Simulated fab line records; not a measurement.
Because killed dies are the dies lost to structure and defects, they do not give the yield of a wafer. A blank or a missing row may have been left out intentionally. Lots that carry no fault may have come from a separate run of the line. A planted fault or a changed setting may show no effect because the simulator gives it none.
The tool behind it: which one? :: flow berkeley_cmos170 :: 6 lots, 18 wafers sampled, at 1 step of a route of 331

== WHAT THE GAUGES READ, wafer by wafer ==
UCB170_V2_THK_MEAS_04.
lot: L973
measured: day 7 22:24
on: film_metro-01
V2_POLISHED_THK (nm): 998.0 998.9 998.4

lot: L977
measured: day 8 16:22
on: film_metro-04
V2_POLISHED_THK (nm): 1000.5 999.7 1001.6

lot: L982
measured: day 10 00:12
on: film_metro-01
V2_POLISHED_THK (nm): 1002.5 999.7 1001.0

lot: L985
measured: day 10 10:21
on: film_metro-01
V2_POLISHED_THK (nm): 1000.4 1000.2 1000.6

lot: L987
measured: day 11 06:59
on: film_metro-01
V2_POLISHED_THK (nm): 999.3 999.5 999.1

lot: L993
measured: day 12 06:19
on: film_metro-03
V2_POLISHED_THK (nm): 1001.8 1002.2 1001.5

== WHICH TOOL RAN EACH LOT (tool, then ch and the chambers of the sampled wafers, then the start) ==
Record: no process step prior to these readings.

== THE ANSWER, worked out from the rows above alone ==
Rule: what is usual is taken from the lots themselves. The widest of any qualifying gaps counts: lots, ordered by their means at a reading, are off when they make up no more than a third of the lots, leave a main group of 4 or more, and stand apart from it by 3 or more times the standard deviation of that group's means. A main group whose means are all the same, to the digits that the tables above print for the reading, isn't used. Also off: a lot with no number at a reading for which 4 or more lots have one. Any other lot the step has rows for is counted as sound.
None of the lots is off at any reading shown; this tells nothing.

== WHAT WAS PUT IN BY THE SIMULATOR ==
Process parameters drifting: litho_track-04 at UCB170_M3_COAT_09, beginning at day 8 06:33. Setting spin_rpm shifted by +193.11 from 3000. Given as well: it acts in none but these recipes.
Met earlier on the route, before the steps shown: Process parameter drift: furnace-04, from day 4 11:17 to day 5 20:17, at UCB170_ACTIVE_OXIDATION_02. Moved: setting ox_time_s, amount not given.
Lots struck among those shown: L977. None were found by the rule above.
